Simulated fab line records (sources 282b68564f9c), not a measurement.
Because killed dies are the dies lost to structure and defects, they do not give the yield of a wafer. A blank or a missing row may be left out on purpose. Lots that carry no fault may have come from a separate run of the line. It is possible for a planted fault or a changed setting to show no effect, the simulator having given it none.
Which tool is to blame?	flow rit cmos	42 wafers from 14 lots sampled at 3 of the route's 202 steps

WHAT EACH GAUGE READ, for each wafer
RIT_NWELL_TW_MEAS_10.
lot	measured	on	NWELL_TW
L940	day 2 00:55	film metro-02	2147 2146 2146
L941	day 2 09:17	film metro-02	2163 2148 2156
L943	day 2 16:10	film metro-04	2131 2132 2136
L944	day 2 22:40	film metro-04	2144 2139 2133
L945	day 3 01:08	film metro-02	2170 2181 2167
L947	day 3 09:45	film metro-02	2184 2163 2167
L952	day 4 14:48	film metro-01	2460 2471 2474
L953	day 5 00:47	film metro-01	2454 2464 2460
L955	day 5 06:10	film metro-04	2141 2137 2142
L958	day 5 23:26	film metro-01	2117 2117 2121
L959	day 6 03:14	film metro-02	2134 2150 2145
L960	day 6 03:34	film metro-04	2145 2141 2144
L962	day 6 17:07	film metro-01	2148 2127 2132
L963	day 6 20:51	film metro-04	2148 2140 2146

RIT_WELLDRIVE_RS_MEAS_01: measures by four-point-probe.
lot	measured	on	NWELL_RS (ohm/sq)
L940	day 2 08:42	film metro-04	276.7 276.3 275.7
L941	day 2 18:41	film metro-04	275.4 275.6 276.0
L943	day 3 00:25	film metro-02	275.9 274.5 275.4
L944	day 3 05:44	film metro-04	274.7 275.7 275.1
L945	day 3 09:17	film metro-04	273.1 274.3 274.0
L947	day 3 16:35	film metro-01	273.8 275.2 274.0
L952	day 5 00:54	film metro-02	209.1 208.7 208.6
L953	day 5 07:37	film metro-02	208.8 208.1 208.1
L955	day 5 15:05	film metro-01	274.7 275.5 274.9
L958	day 6 08:07	film metro-04	275.5 276.1 275.5
L959	day 6 11:15	film metro-01	276.9 275.9 276.8
L960	day 6 11:16	film metro-02	275.3 275.7 276.2
L962	day 7 01:07	film metro-01	274.7 275.8 274.2
L963	day 7 05:00	film metro-02	275.4 275.9 275.3

EACH LOT AND THE TOOL THAT RAN IT (in order: tool; ch and the chambers of the sampled wafers; start)
lot	RIT_NWELL_IMPLANT_08
L940	implanter-04 ch 0, day 2 00:36
L941	implanter-04 ch 0, day 2 08:58
L943	implanter-04 ch 0, day 2 15:51
L944	implanter-04 ch 0, day 2 22:20
L945	implanter-02 ch 0, day 3 00:49
L947	implanter-04 ch 0, day 3 09:28
L952	implanter-04 ch 0, day 4 14:29
L953	implanter-04 ch 0, day 5 00:28
L955	implanter-02 ch 0, day 5 05:51
L958	implanter-01 ch 0, day 5 23:08
L959	implanter-01 ch 0, day 6 02:55
L960	implanter-02 ch 0, day 6 03:16
L962	implanter-02 ch 0, day 6 16:48
L963	implanter-01 ch 0, day 6 20:32
- RIT_NWELL_IMPLANT_08

AS READ BY THE TOOLS THEMSELVES (means over the sampled wafers that have a number; for cases with no such wafer, the mark the record gives instead)
RIT_NWELL_IMPLANT_08.
lot	tool	dose ions cm2	faraday current uA
L940	implanter-04	5e+13	158
L941	implanter-04	5e+13	161
L943	implanter-04	5e+13	157
L944	implanter-04	5e+13	158
L945	implanter-02	5e+13	158
L947	implanter-04	5e+13	160
L952	implanter-04	8e+13	254
L953	implanter-04	8e+13	258
L955	implanter-02	5e+13	157
L958	implanter-01	5e+13	158
L959	implanter-01	5e+13	160
L960	implanter-02	5e+13	157
L962	implanter-02	5e+13	157
L963	implanter-01	5e+13	160

THE ANSWER, worked out from the rows above alone
Rule: usual is defined by the lots themselves. Put in order of their means at a reading, lots are off if they are a third of the lots or fewer, leave a main group of 4 or more, and stand apart from it by a gap of 3 or more times the standard deviation of the main group's means; of several such gaps the widest counts. A main group is skipped when, at the precision printed for the reading in the tables above, its means are all equal. Also off: a lot with no number at a reading for which 4 or more lots have one. Any other lot the step has rows for is counted as sound. After the gauges, taken in route order, come the tools' own readings; for these a lot's mean is taken, as printed above. At the first step where some lot is off, the reading lying furthest off is the one used; lots without a number count as furthest.
Off: L952, L953, at RIT_NWELL_TW_MEAS_10 (NWELL_TW). For the main group the mean is 2145 and the standard deviation 15.
A tool fits if, at a process step before that reading, it ran every lot that is off, and no sound lot after the first of them. Not tried: the gauges at RIT_NWELL_TW_MEAS_10; whatever is off there is also off at RIT_WELLDRIVE_RS_MEAS_01, on other tools, and gauge error can't account for it. One fits: implanter-04 at RIT_NWELL_IMPLANT_08. A fault onset in the window from L947 (day 3 09:28, its last sound lot) to L952 (day 4 14:29, its first lot off) fits.
The tool's own readings at RIT_NWELL_IMPLANT_08 bear it out: on the lots that are off they differ by more than 5 times the standard deviation of the sound lots' means. dose ions cm2 reads 8e+13 there against 5e+13 on the sound lots; faraday current uA reads 256 there against 158 on the sound lots.

WHAT THE SIMULATOR PUT IN
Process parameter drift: implanter-04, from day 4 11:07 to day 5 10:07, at RIT_NWELL_IMPLANT_08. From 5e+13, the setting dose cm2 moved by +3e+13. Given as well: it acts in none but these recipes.
Struck lots among those shown: L952, L953. Same finding as the rule above.
